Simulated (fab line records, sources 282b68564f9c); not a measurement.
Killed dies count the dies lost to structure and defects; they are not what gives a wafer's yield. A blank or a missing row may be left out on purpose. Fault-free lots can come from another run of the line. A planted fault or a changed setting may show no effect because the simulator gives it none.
Problem report, 8D (eight disciplines) form, completed by code || flow rit cmos || the parts of the form that need people (team, actions taken, sign-off) are left out

== 1. WHAT WENT WRONG ==
Across 6 wafers from 2 lots, SPACER_NITRIDE_THK at RIT_SPACER_THK_MEAS_04 averages 281.1 nm, while fault-free wafers read 251.7 nm with a standard deviation of 2.5. That puts it +12 standard deviations away from the usual mean.
First seen on wafer L606.2, day 6 13:50, on film metro-02. The record has a number at this step for 42 wafers belonging to 14 lots. Rule for "out", or "out of limits": more than 4 standard deviations from the usual mean. The other wafers with a number count as sound.

== 2. WHAT IT IS, AND WHAT IT ISN'T ==
{"question": "which readings at this step", "is": "SPACER_NITRIDE_THK", "is not": "-"}
{"question": "which lots", "is": "L606, L607", "is not": "L590, L591, L593, L594, L595, L596, L597, L598, L599, L603, L608, L610"}
{"question": "which wafers of those lots", "is": "all that have a number", "is not": "-"}
{"question": "read on which gauges", "is": "film metro-02", "is not": "film metro-01, film metro-04"}
{"question": "when", "is": "from day 6 13:50", "is not": "up to then (30 sound wafers); but 6 sound wafers of L608, L610 came after"}

== 3. SUSPECTS, AND WHAT RULES EACH OUT ==
Counting: a tool at any process step up to the reading remains a suspect when it ran all the lots that are out and ran no sound lot after the first of those.
- the gauge at RIT_SPACER_THK_MEAS_04: ruled out. All the wafers that are out were read on film metro-02, but those of them that RIT_SPACER_ETCHBACK_05 has rows for are out there too, on other tools.
- lpcvd-01 at RIT_SPACER_CVD_03 (deposits Si3N4 from SiH2Cl2/NH3, target thk 250 nm, time 3300 s): kept. Every lot that is out went through it, starting with L606 (day 6 11:55), and after that it ran no sound lot; the last sound lot it ran before then is L599 (day 5 05:03).
Remaining after the count: lpcvd-01 at RIT_SPACER_CVD_03.

== 4. THE CAUSE (what the simulator had put in) ==
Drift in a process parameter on lpcvd-01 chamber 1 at RIT_SPACER_CVD_03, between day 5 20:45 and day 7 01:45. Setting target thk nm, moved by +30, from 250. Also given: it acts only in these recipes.
Counting left only this tool.

== 5. THE EFFECT CHAIN, in route order ==
Rows list readings where the struck wafers' mean (over those with a number) sits beyond 3 standard deviations from the usual. Readings are gone through only where the record gives a usual standard deviation; hours: the median, over the lots, of the time from a lot's start at the first step in this table giving one to that lot's start at this step; sigmas: the change measured in usual standard deviations.
{"hours": 0, "step": "RIT_SPACER_THK_MEAS_04", "reading": "SPACER_NITRIDE_THK", "usual": "251.7 nm", "on struck wafers": 281.1, "change": "+29.4", "sigmas": "+12"}
{"hours": 0, "step": "RIT_SPACER_ETCHBACK_05", "reading": "oes product au", "usual": "0.849 a.u.", "on struck wafers": 0.927, "change": "+0.078", "sigmas": "+5.2"}
Here are the process steps it includes:
- RIT_SPACER_ETCHBACK_05: etches Si3N4 in SF6/CHF3, stops on SiO2, target depth 250 nm, time 240 s.

== 6. WHAT WOULD HAVE CAUGHT IT SOONER ==
The first out-of-limits reading at a measuring or inspecting step in this record came at day 6 13:50, 17 hours after the fault's start at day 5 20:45.
An alarm limit of 4 standard deviations would not have fired on the tool readings at RIT_SPACER_CVD_03 for which the record gives a usual standard deviation, since none of them was out on any struck wafer.
L607, from the lots that are out (2), started RIT_SPACER_CVD_03 on lpcvd-01 later than day 6 13:50. A tool hold placed at that time would have kept it from harm.
